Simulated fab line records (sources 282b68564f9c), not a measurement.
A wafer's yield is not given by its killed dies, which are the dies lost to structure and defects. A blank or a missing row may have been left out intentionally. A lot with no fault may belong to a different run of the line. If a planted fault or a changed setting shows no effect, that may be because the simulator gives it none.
fab line records :: flow ritCmos
record:
  lots: 14
  wafers: 42
  lastDay: 8
route steps=202 shown PWELL@47
lots that met no fault: from a run of the same line without faults
startH: start of the lot's first displayed wafer, in hours after the record's first day :: waitH: hours since the lot's step before :: " as in the row above :: L1.1+2: a single row standing in for several wafers :: - no value, or no start given :: * or withheld: withheld :: < > ~ a bound
route shown NAME@n: a module of which the file shows steps, and the number in the route of the first :: usual: mean/standard deviation of fault-free wafers :: same: alike in all rows :: chamber/n: place in a boat :: sites: per-site readings :: _std_site: the standard deviation of these :: _edge_site: inner sites' mean taken away from outer sites' mean :: radiusMm: for every site, how far away it sits from the centre of the wafer :: mask NAME#n: copy n :: behind: the last tool/chamber to shape the wafer :: hold: cause of the lot's hold/its duration in hours/its outcome :: device: whichever transistor did not switch (one of n, p or np) :: end of line: the route-end tests of the same wafers :: step lacking rows: just its recipe :: killed: the dies lost at the first sort to structure and to defects; this is not the yield of the wafer :: map: dies across one wafer; x = killed, . = not, _ = none there
set.NAME: the setting that was run; set.NAME@STEP: the one run at that earlier step :: model.NAME: the simulator's own value behind a step, which no gauge read
steps of the route over a sample of lots; a table a step, a row a wafer
services: when a tool's chamber went out of use (startH, in hours from the record's first day, below 0 if earlier), for how many hours, and the reason
== steps ==
step: RIT_PWELL_IMPLANT_08
recipe:
  species: B
  energyKev: 170
  doseCm2: 7e+13
  tiltDeg: 7
usual:
  beamEnergyKeV: 170.00/0.06
  doseIonsCm2: 6.998e+13/7.9e+10
  faradayCurrentUA: 221/4.8
lot.wafer: L503.1
tool: implanter-01
chamber: 0
startH: 25.03
waitH: 0.2
beamEnergyKeV: 169.89
doseIonsCm2: 6.982e+13
faradayCurrentUA: 213

lot.wafer: L503.2
tool: implanter-01
chamber: 0
startH: 25.03
waitH: 0.2
beamEnergyKeV: 169.93
doseIonsCm2: 6.986e+13
faradayCurrentUA: 223

lot.wafer: L503.4
tool: implanter-01
chamber: 0
startH: 25.03
waitH: 0.2
beamEnergyKeV: 169.94
doseIonsCm2: 6.983e+13
faradayCurrentUA: 223

lot.wafer: L504.2
tool: implanter-01
chamber: 0
startH: 28.80
waitH: 0.2
beamEnergyKeV: 169.97
doseIonsCm2: 6.989e+13
faradayCurrentUA: 218

lot.wafer: L504.4
tool: implanter-01
chamber: 0
startH: 28.80
waitH: 0.2
beamEnergyKeV: 169.92
doseIonsCm2: 6.982e+13
faradayCurrentUA: 228

lot.wafer: L504.6
tool: implanter-01
chamber: 0
startH: 28.80
waitH: 0.2
beamEnergyKeV: 170.08
doseIonsCm2: 6.995e+13
faradayCurrentUA: 217

lot.wafer: L505.4
tool: implanter-04
chamber: 0
startH: 33.78
waitH: 0.2
beamEnergyKeV: 170.03
doseIonsCm2: 6.994e+13
faradayCurrentUA: 219

lot.wafer: L505.5
tool: implanter-04
chamber: 0
startH: 33.78
waitH: 0.2
beamEnergyKeV: 169.89
doseIonsCm2: 6.997e+13
faradayCurrentUA: 221

lot.wafer: L505.6
tool: implanter-04
chamber: 0
startH: 33.78
waitH: 0.2
beamEnergyKeV: 169.95
doseIonsCm2: 6.995e+13
faradayCurrentUA: 212

lot.wafer: L507.1
tool: implanter-04
chamber: 0
startH: 42.68
waitH: 0.2
beamEnergyKeV: 170.09
doseIonsCm2: 7.003e+13
faradayCurrentUA: 221

lot.wafer: L507.3
tool: implanter-04
chamber: 0
startH: 42.68
waitH: 0.2
beamEnergyKeV: 170.02
doseIonsCm2: 7.006e+13
faradayCurrentUA: 229

lot.wafer: L507.6
tool: implanter-04
chamber: 0
startH: 42.68
waitH: 0.2
beamEnergyKeV: 170.08
doseIonsCm2: 6.999e+13
faradayCurrentUA: 221

lot.wafer: L509.1
tool: implanter-04
chamber: 0
startH: 54.24
waitH: 0.2
beamEnergyKeV: 170.03
doseIonsCm2: 7.003e+13
faradayCurrentUA: 220

lot.wafer: L509.3
tool: implanter-04
chamber: 0
startH: 54.24
waitH: 0.2
beamEnergyKeV: 170.05
doseIonsCm2: 7.003e+13
faradayCurrentUA: 221

lot.wafer: L509.5
tool: implanter-04
chamber: 0
startH: 54.24
waitH: 0.2
beamEnergyKeV: 170.09
doseIonsCm2: 6.993e+13
faradayCurrentUA: 228

lot.wafer: L510.1
tool: implanter-03
chamber: 0
startH: 60.18
waitH: 0.2
beamEnergyKeV: 170.01
doseIonsCm2: 6.991e+13
faradayCurrentUA: 222

lot.wafer: L510.3
tool: implanter-03
chamber: 0
startH: 60.18
waitH: 0.2
beamEnergyKeV: 170.00
doseIonsCm2: 7.001e+13
faradayCurrentUA: 220

lot.wafer: L510.4
tool: implanter-03
chamber: 0
startH: 60.18
waitH: 0.2
beamEnergyKeV: 170.03
doseIonsCm2: 6.997e+13
faradayCurrentUA: 221

lot.wafer: L511.4
tool: implanter-03
chamber: 0
startH: 65.50
waitH: 0.2
beamEnergyKeV: 169.91
doseIonsCm2: 7.003e+13
faradayCurrentUA: 223

lot.wafer: L511.5
tool: implanter-03
chamber: 0
startH: 65.50
waitH: 0.2
beamEnergyKeV: 169.85
doseIonsCm2: 7.009e+13
faradayCurrentUA: 219

lot.wafer: L511.6
tool: implanter-03
chamber: 0
startH: 65.50
waitH: 0.2
beamEnergyKeV: 169.85
doseIonsCm2: 6.993e+13
faradayCurrentUA: 217

lot.wafer: L512.3
tool: implanter-01
chamber: 0
startH: 70.35
waitH: 0.2
beamEnergyKeV: 170.06
doseIonsCm2: 7.005e+13
faradayCurrentUA: 215

lot.wafer: L512.4
tool: implanter-01
chamber: 0
startH: 70.35
waitH: 0.2
beamEnergyKeV: 170.12
doseIonsCm2: 6.992e+13
faradayCurrentUA: 221

lot.wafer: L512.6
tool: implanter-01
chamber: 0
startH: 70.35
waitH: 0.2
beamEnergyKeV: 170.07
doseIonsCm2: 7.011e+13
faradayCurrentUA: 219

lot.wafer: L513.2
tool: implanter-04
chamber: 0
startH: 73.30
waitH: 0.2
beamEnergyKeV: 170.08
doseIonsCm2: 6.995e+13
faradayCurrentUA: 216

lot.wafer: L513.4
tool: implanter-04
chamber: 0
startH: 73.30
waitH: 0.2
beamEnergyKeV: 169.96
doseIonsCm2: 7.008e+13
faradayCurrentUA: 220

lot.wafer: L513.5
tool: implanter-04
chamber: 0
startH: 73.30
waitH: 0.2
beamEnergyKeV: 170.03
doseIonsCm2: 6.996e+13
faradayCurrentUA: 227

lot.wafer: L516.1
tool: implanter-01
chamber: 0
startH: 90.49
waitH: 0.2
beamEnergyKeV: 169.92
doseIonsCm2: 9.948e+13
faradayCurrentUA: 298

lot.wafer: L516.3
tool: implanter-01
chamber: 0
startH: 90.49
waitH: 0.2
beamEnergyKeV: 170.02
doseIonsCm2: 9.948e+13
faradayCurrentUA: 313

lot.wafer: L516.6
tool: implanter-01
chamber: 0
startH: 90.49
waitH: 0.2
beamEnergyKeV: 169.94
doseIonsCm2: 9.948e+13
faradayCurrentUA: 306

lot.wafer: L518.1
tool: implanter-01
chamber: 0
startH: 100.36
waitH: 0.2
beamEnergyKeV: 169.97
doseIonsCm2: 9.929e+13
faradayCurrentUA: 323

lot.wafer: L518.2
tool: implanter-01
chamber: 0
startH: 100.36
waitH: 0.2
beamEnergyKeV: 170.01
doseIonsCm2: 9.925e+13
faradayCurrentUA: 317

lot.wafer: L518.4
tool: implanter-01
chamber: 0
startH: 100.36
waitH: 0.2
beamEnergyKeV: 169.99
doseIonsCm2: 9.942e+13
faradayCurrentUA: 313

lot.wafer: L519.1
tool: implanter-04
chamber: 0
startH: 105.02
waitH: 0.2
beamEnergyKeV: 169.95
doseIonsCm2: 7.002e+13
faradayCurrentUA: 215

lot.wafer: L519.2
tool: implanter-04
chamber: 0
startH: 105.02
waitH: 0.2
beamEnergyKeV: 169.98
doseIonsCm2: 7.003e+13
faradayCurrentUA: 211

lot.wafer: L519.3
tool: implanter-04
chamber: 0
startH: 105.02
waitH: 0.2
beamEnergyKeV: 170.02
doseIonsCm2: 7.015e+13
faradayCurrentUA: 215

lot.wafer: L525.1
tool: implanter-04
chamber: 0
startH: 132.69
waitH: 0.2
beamEnergyKeV: 170.08
doseIonsCm2: 7.008e+13
faradayCurrentUA: 222

lot.wafer: L525.3
tool: implanter-04
chamber: 0
startH: 132.69
waitH: 0.2
beamEnergyKeV: 170.04
doseIonsCm2: 6.998e+13
faradayCurrentUA: 230

lot.wafer: L525.6
tool: implanter-04
chamber: 0
startH: 132.69
waitH: 0.2
beamEnergyKeV: 170.01
doseIonsCm2: 6.992e+13
faradayCurrentUA: 219

lot.wafer: L526.1
tool: implanter-03
chamber: 0
startH: 140.49
waitH: 0.2
beamEnergyKeV: 170.09
doseIonsCm2: 6.997e+13
faradayCurrentUA: 223

lot.wafer: L526.2
tool: implanter-03
chamber: 0
startH: 140.49
waitH: 0.2
beamEnergyKeV: 169.98
doseIonsCm2: 6.99e+13
faradayCurrentUA: 221

lot.wafer: L526.3
tool: implanter-03
chamber: 0
startH: 140.49
waitH: 0.2
beamEnergyKeV: 170.04
doseIonsCm2: 6.996e+13
faradayCurrentUA: 217
step: RIT_PWELL_TW_MEAS_10
usual:
  PWELL_TW: 953/9.5
lot.wafer: L503.1
tool: filmMetro-02
chamber: -
startH: 25.35
waitH: 0.1
PWELL_TW: 945

lot.wafer: L503.2
tool: filmMetro-02
chamber: -
startH: 25.35
waitH: 0.1
PWELL_TW: 952

lot.wafer: L503.4
tool: filmMetro-02
chamber: -
startH: 25.35
waitH: 0.1
PWELL_TW: 949

lot.wafer: L504.2
tool: filmMetro-02
chamber: -
startH: 29.11
waitH: 0.1
PWELL_TW: 945

lot.wafer: L504.4
tool: filmMetro-02
chamber: -
startH: 29.11
waitH: 0.1
PWELL_TW: 945

lot.wafer: L504.6
tool: filmMetro-02
chamber: -
startH: 29.11
waitH: 0.1
PWELL_TW: 946

lot.wafer: L505.4
tool: filmMetro-04
chamber: -
startH: 34.06
waitH: 0.1
PWELL_TW: 962

lot.wafer: L505.5
tool: filmMetro-04
chamber: -
startH: 34.06
waitH: 0.1
PWELL_TW: 964

lot.wafer: L505.6
tool: filmMetro-04
chamber: -
startH: 34.06
waitH: 0.1
PWELL_TW: 960

lot.wafer: L507.1
tool: filmMetro-04
chamber: -
startH: 43.00
waitH: 0.1
PWELL_TW: 966

lot.wafer: L507.3
tool: filmMetro-04
chamber: -
startH: 43.00
waitH: 0.1
PWELL_TW: 968

lot.wafer: L507.6
tool: filmMetro-04
chamber: -
startH: 43.00
waitH: 0.1
PWELL_TW: 965

lot.wafer: L509.1
tool: filmMetro-04
chamber: -
startH: 54.56
waitH: 0.1
PWELL_TW: 961

lot.wafer: L509.3
tool: filmMetro-04
chamber: -
startH: 54.56
waitH: 0.1
PWELL_TW: 966

lot.wafer: L509.5
tool: filmMetro-04
chamber: -
startH: 54.56
waitH: 0.1
PWELL_TW: 969

lot.wafer: L510.1
tool: filmMetro-01
chamber: -
startH: 60.50
waitH: 0.1
PWELL_TW: 950

lot.wafer: L510.3
tool: filmMetro-01
chamber: -
startH: 60.50
waitH: 0.1
PWELL_TW: 945

lot.wafer: L510.4
tool: filmMetro-01
chamber: -
startH: 60.50
waitH: 0.1
PWELL_TW: 947

lot.wafer: L511.4
tool: filmMetro-04
chamber: -
startH: 65.78
waitH: 0.1
PWELL_TW: 967

lot.wafer: L511.5
tool: filmMetro-04
chamber: -
startH: 65.78
waitH: 0.1
PWELL_TW: 966

lot.wafer: L511.6
tool: filmMetro-04
chamber: -
startH: 65.78
waitH: 0.1
PWELL_TW: 964

lot.wafer: L512.3
tool: filmMetro-04
chamber: -
startH: 70.65
waitH: 0.1
PWELL_TW: 963

lot.wafer: L512.4
tool: filmMetro-04
chamber: -
startH: 70.65
waitH: 0.1
PWELL_TW: 960

lot.wafer: L512.6
tool: filmMetro-04
chamber: -
startH: 70.65
waitH: 0.1
PWELL_TW: 964

lot.wafer: L513.2
tool: filmMetro-02
chamber: -
startH: 73.61
waitH: 0.1
PWELL_TW: 941

lot.wafer: L513.4
tool: filmMetro-02
chamber: -
startH: 73.61
waitH: 0.1
PWELL_TW: 942

lot.wafer: L513.5
tool: filmMetro-02
chamber: -
startH: 73.61
waitH: 0.1
PWELL_TW: 939

lot.wafer: L516.1
tool: filmMetro-02
chamber: -
startH: 90.81
waitH: 0.1
PWELL_TW: 1050

lot.wafer: L516.3
tool: filmMetro-02
chamber: -
startH: 90.81
waitH: 0.1
PWELL_TW: 1045

lot.wafer: L516.6
tool: filmMetro-02
chamber: -
startH: 90.81
waitH: 0.1
PWELL_TW: 1056

lot.wafer: L518.1
tool: filmMetro-02
chamber: -
startH: 100.68
waitH: 0.1
PWELL_TW: 1056

lot.wafer: L518.2
tool: filmMetro-02
chamber: -
startH: 100.68
waitH: 0.1
PWELL_TW: 1062

lot.wafer: L518.4
tool: filmMetro-02
chamber: -
startH: 100.68
waitH: 0.1
PWELL_TW: 1065

lot.wafer: L519.1
tool: filmMetro-04
chamber: -
startH: 105.35
waitH: 0.1
PWELL_TW: 953

lot.wafer: L519.2
tool: filmMetro-04
chamber: -
startH: 105.35
waitH: 0.1
PWELL_TW: 963

lot.wafer: L519.3
tool: filmMetro-04
chamber: -
startH: 105.35
waitH: 0.1
PWELL_TW: 963

lot.wafer: L525.1
tool: filmMetro-02
chamber: -
startH: 133.01
waitH: 0.1
PWELL_TW: 950

lot.wafer: L525.3
tool: filmMetro-02
chamber: -
startH: 133.01
waitH: 0.1
PWELL_TW: 951

lot.wafer: L525.6
tool: filmMetro-02
chamber: -
startH: 133.01
waitH: 0.1
PWELL_TW: 953

lot.wafer: L526.1
tool: filmMetro-01
chamber: -
startH: 140.81
waitH: 0.1
PWELL_TW: 943

lot.wafer: L526.2
tool: filmMetro-01
chamber: -
startH: 140.81
waitH: 0.1
PWELL_TW: 942

lot.wafer: L526.3
tool: filmMetro-01
chamber: -
startH: 140.81
waitH: 0.1
PWELL_TW: 944
step: RIT_WELLDRIVE_RS_MEAS_02
recipe:
  thkMeasGauge: four-point-probe
usual:
  PWELL_RS: 429.6/1.4
lot.wafer: L503.1
tool: filmMetro-04
chamber: -
startH: 31.12
waitH: 0.1
PWELL_RS[ohm/sq]: 428.6

lot.wafer: L503.2
tool: filmMetro-04
chamber: -
startH: 31.12
waitH: 0.1
PWELL_RS[ohm/sq]: 428.4

lot.wafer: L503.4
tool: filmMetro-04
chamber: -
startH: 31.12
waitH: 0.1
PWELL_RS[ohm/sq]: 429.2

lot.wafer: L504.2
tool: filmMetro-01
chamber: -
startH: 34.39
waitH: 0.1
PWELL_RS[ohm/sq]: 432.8

lot.wafer: L504.4
tool: filmMetro-01
chamber: -
startH: 34.39
waitH: 0.1
PWELL_RS[ohm/sq]: 431.7

lot.wafer: L504.6
tool: filmMetro-01
chamber: -
startH: 34.39
waitH: 0.1
PWELL_RS[ohm/sq]: 429.8

lot.wafer: L505.4
tool: filmMetro-01
chamber: -
startH: 39.51
waitH: 0.1
PWELL_RS[ohm/sq]: 430.6

lot.wafer: L505.5
tool: filmMetro-01
chamber: -
startH: 39.51
waitH: 0.1
PWELL_RS[ohm/sq]: 428.7

lot.wafer: L505.6
tool: filmMetro-01
chamber: -
startH: 39.51
waitH: 0.1
PWELL_RS[ohm/sq]: 430.2

lot.wafer: L507.1
tool: filmMetro-02
chamber: -
startH: 50.08
waitH: 0.1
PWELL_RS[ohm/sq]: 430.3

lot.wafer: L507.3
tool: filmMetro-02
chamber: -
startH: 50.08
waitH: 0.1
PWELL_RS[ohm/sq]: 429.8

lot.wafer: L507.6
tool: filmMetro-02
chamber: -
startH: 50.08
waitH: 0.1
PWELL_RS[ohm/sq]: 428.8

lot.wafer: L509.1
tool: filmMetro-02
chamber: -
startH: 62.02
waitH: 0.1
PWELL_RS[ohm/sq]: 428.9

lot.wafer: L509.3
tool: filmMetro-02
chamber: -
startH: 62.02
waitH: 0.1
PWELL_RS[ohm/sq]: 429.1

lot.wafer: L509.5
tool: filmMetro-02
chamber: -
startH: 62.02
waitH: 0.1
PWELL_RS[ohm/sq]: 428.2

lot.wafer: L510.1
tool: filmMetro-04
chamber: -
startH: 66.85
waitH: 0.1
PWELL_RS[ohm/sq]: 431.3

lot.wafer: L510.3
tool: filmMetro-04
chamber: -
startH: 66.85
waitH: 0.1
PWELL_RS[ohm/sq]: 429.7

lot.wafer: L510.4
tool: filmMetro-04
chamber: -
startH: 66.85
waitH: 0.1
PWELL_RS[ohm/sq]: 430.6

lot.wafer: L511.4
tool: filmMetro-02
chamber: -
startH: 71.99
waitH: 0.1
PWELL_RS[ohm/sq]: 429.7

lot.wafer: L511.5
tool: filmMetro-02
chamber: -
startH: 71.99
waitH: 0.1
PWELL_RS[ohm/sq]: 428.9

lot.wafer: L511.6
tool: filmMetro-02
chamber: -
startH: 71.99
waitH: 0.1
PWELL_RS[ohm/sq]: 429.5

lot.wafer: L512.3
tool: filmMetro-04
chamber: -
startH: 77.19
waitH: 0.1
PWELL_RS[ohm/sq]: 432.0

lot.wafer: L512.4
tool: filmMetro-04
chamber: -
startH: 77.19
waitH: 0.1
PWELL_RS[ohm/sq]: 433.3

lot.wafer: L512.6
tool: filmMetro-04
chamber: -
startH: 77.19
waitH: 0.1
PWELL_RS[ohm/sq]: 432.2

lot.wafer: L513.2
tool: filmMetro-02
chamber: -
startH: 81.46
waitH: 0.1
PWELL_RS[ohm/sq]: 429.3

lot.wafer: L513.4
tool: filmMetro-02
chamber: -
startH: 81.46
waitH: 0.1
PWELL_RS[ohm/sq]: 430.1

lot.wafer: L513.5
tool: filmMetro-02
chamber: -
startH: 81.46
waitH: 0.1
PWELL_RS[ohm/sq]: 429.3

lot.wafer: L516.1
tool: filmMetro-02
chamber: -
startH: 97.30
waitH: 0.1
PWELL_RS[ohm/sq]: 345.6

lot.wafer: L516.3
tool: filmMetro-02
chamber: -
startH: 97.30
waitH: 0.1
PWELL_RS[ohm/sq]: 345.6

lot.wafer: L516.6
tool: filmMetro-02
chamber: -
startH: 97.30
waitH: 0.1
PWELL_RS[ohm/sq]: 346.1

lot.wafer: L518.1
tool: filmMetro-04
chamber: -
startH: 106.26
waitH: 0.1
PWELL_RS[ohm/sq]: 346.1

lot.wafer: L518.2
tool: filmMetro-04
chamber: -
startH: 106.26
waitH: 0.1
PWELL_RS[ohm/sq]: 346.4

lot.wafer: L518.4
tool: filmMetro-04
chamber: -
startH: 106.26
waitH: 0.1
PWELL_RS[ohm/sq]: 347.1

lot.wafer: L519.1
tool: filmMetro-01
chamber: -
startH: 111.35
waitH: 0.1
PWELL_RS[ohm/sq]: 429.5

lot.wafer: L519.2
tool: filmMetro-01
chamber: -
startH: 111.35
waitH: 0.1
PWELL_RS[ohm/sq]: 429.6

lot.wafer: L519.3
tool: filmMetro-01
chamber: -
startH: 111.35
waitH: 0.1
PWELL_RS[ohm/sq]: 430.3

lot.wafer: L525.1
tool: filmMetro-02
chamber: -
startH: 140.20
waitH: 0.1
PWELL_RS[ohm/sq]: 429.9

lot.wafer: L525.3
tool: filmMetro-02
chamber: -
startH: 140.20
waitH: 0.1
PWELL_RS[ohm/sq]: 429.1

lot.wafer: L525.6
tool: filmMetro-02
chamber: -
startH: 140.20
waitH: 0.1
PWELL_RS[ohm/sq]: 430.8

lot.wafer: L526.1
tool: filmMetro-01
chamber: -
startH: 146.94
waitH: 0.1
PWELL_RS[ohm/sq]: 429.0

lot.wafer: L526.2
tool: filmMetro-01
chamber: -
startH: 146.94
waitH: 0.1
PWELL_RS[ohm/sq]: 430.3

lot.wafer: L526.3
tool: filmMetro-01
chamber: -
startH: 146.94
waitH: 0.1
PWELL_RS[ohm/sq]: 430.8
== services ==
tool: implanter-03
chamber: -
startH: 18.40
hours: 1.7
kind: repair

tool: implanter-04
chamber: -
startH: 37.98
hours: 2.9
kind: pm

tool: implanter-04
chamber: -
startH: 44.98
hours: 1.8
kind: repair

tool: implanter-03
chamber: -
startH: 46.58
hours: 2.2
kind: pm

tool: implanter-01
chamber: -
startH: 52.60
hours: 4.1
kind: repair

tool: implanter-04
chamber: -
startH: 62.62
hours: 6.2
kind: repair

tool: implanter-03
chamber: -
startH: 89.53
hours: 3.3
kind: repair

tool: implanter-01
chamber: -
startH: 103.66
hours: 2.6
kind: repair

tool: implanter-03
chamber: -
startH: 106.42
hours: 7.0
kind: repair
== key ==
firstSign:
  step: RIT_PWELL_IMPLANT_08
  reading: doseIonsCm2
  direction: up
  sigmas: 99+
  usual: 6.998e+13
  struck: 9.94e+13
effect:
  step: RIT_PWELL_IMPLANT_08
  reading: faradayCurrentUA
  direction: up
  sigmas: 19
  usual: 221
  struck: 312
effect:
  step: RIT_PWELL_TW_MEAS_10
  reading: PWELL_TW
  direction: up
  sigmas: 11
  usual: 953
  struck: 1056
effect:
  step: RIT_WELLDRIVE_RS_MEAS_02
  reading: PWELL_RS
  direction: down
  sigmas: 61
  usual: 429.6
  struck: 346.2
metAt RIT_PWELL_IMPLANT_08
struckLots L516,L518
testerLeftOut L516,L518
onsetBetween 70.35 90.49
fault:
  kind: processParameterDrift
  tool: implanter-01
  chamber: -
  onsetH: 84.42
  steps: RIT_PWELL_IMPLANT_08
  channel: doseCm2
  offset: 2.94e+13
  shape: step
  endH: 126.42
  actsIn: theseRecipesOnly
  stated: 7e+13
testerLeftOut: of these lots the tester's yield and bins aren't shown, on N5 and GAA mostly nor the transistor test; their killed dies are dies lost to structure and defects alone, not to doping, threshold or leakage, so they don't give the yield
